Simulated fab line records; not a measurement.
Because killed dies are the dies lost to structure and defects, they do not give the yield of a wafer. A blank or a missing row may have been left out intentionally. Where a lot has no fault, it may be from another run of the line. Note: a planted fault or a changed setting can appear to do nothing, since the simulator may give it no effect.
Code-filled problem report in 8D (eight disciplines) form / flow berkeley cmos170 / the parts of the form that need people (team, actions taken, sign-off) are left out

== 1. THE PROBLEM ==
Mean of oes product au at UCB170_M1_STRIP_13: 0.554 a.u. across 4 wafers in 3 lots; on wafers with no fault it is 0.723 a.u. (standard deviation 0.0044). Measured from the usual mean, that is -38 standard deviations.
The step: strips in O2.
Seen first at day 10 13:19 on plasma asher-03, wafer L155.1. The record holds 45 wafers of 15 lots with a number at this step. Rule for "out", or "out of limits": more than 4 standard deviations from the usual mean. All remaining wafers that have a number are taken as sound.

== 2. WHAT IT IS; WHAT IT IS NOT ==
question=which readings at this step | is=oes product au | is not=drypump motor current A
question=which lots | is=L155, L157, L160 | is not=L146, L149, L151, L152, L154, L156, L158, L159, L163, L165, L166, L168
question=which wafers of those lots | is=L155.1, L155.5, L157.3, L160.3 | is not=L155.6, L157.1, L157.4, L160.2, L160.4
question=read on which tools | is=plasma asher-03, plasma asher-04 | is not=plasma asher-02
question=when | is=from day 10 13:19 | is not=up to then (16 sound wafers); but 25 sound wafers of L156, L157, L158, L159, L160, L163, L165, L166, L168 came after

== 3. THE SUSPECTS, EACH WITH WHAT RULES IT OUT ==
Counting: any tool at a process step up to the reading remains a suspect provided it ran every lot that is out. Sound lots after the first of them don't rule it out here, since some wafers of a struck lot are sound.
- rie metal-02 at UCB170_M1_METAL_ETCH_12 (etches Al in Cl2/BCl3, stops on PSG, target depth 780 nm, time 130 s): kept. Ran every lot that is out, first one L155 (day 10 13:11); last sound lot up to then L151 (day 8 23:29).
- Within rie metal-02 at UCB170_M1_METAL_ETCH_12: the wafers that are out ran in chamber 0; their sound lot-mates ran in chamber 1.
Remaining after the count: rie metal-02 at UCB170_M1_METAL_ETCH_12.

== 4. THE CAUSE (what the simulator had put in) ==
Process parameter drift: rie metal-02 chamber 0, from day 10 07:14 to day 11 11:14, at UCB170_M1_METAL_ETCH_12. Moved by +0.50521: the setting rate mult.
The count eliminated every tool but this one.

== 5. THE EFFECT CHAIN, in route order ==
Each row: a reading whose mean over the struck wafers that have a number lies more than 3 standard deviations from the usual. Scope: only readings with a usual standard deviation given in the record; hours: median across lots of the time from each lot's start at the first step in this table that gives one to its start at this step; sigmas: change in usual standard deviations.
hours=0; step=UCB170_M1_STRIP_13; reading=oes product au; usual=0.723 a.u.; on struck wafers=0.554; change=-0.169; sigmas=-38
Process steps it contains:
- UCB170_M1_STRIP_13: strips in O2.

== 6. HOW IT WOULD HAVE BEEN CAUGHT EARLIER ==
First out-of-limits reading in this record: day 10 13:19, which is 6 hours after fault onset at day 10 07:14.
An alarm limit of 4 standard deviations would not have fired on the tool readings at UCB170_M1_METAL_ETCH_12 for which the record gives a usual standard deviation, since none of them was out on any struck wafer.
Lots out: 3; of these, L157, L160 started UCB170_M1_METAL_ETCH_12 on rie metal-02 after day 10 13:19. A hold on the tool at that time would have spared those 2.
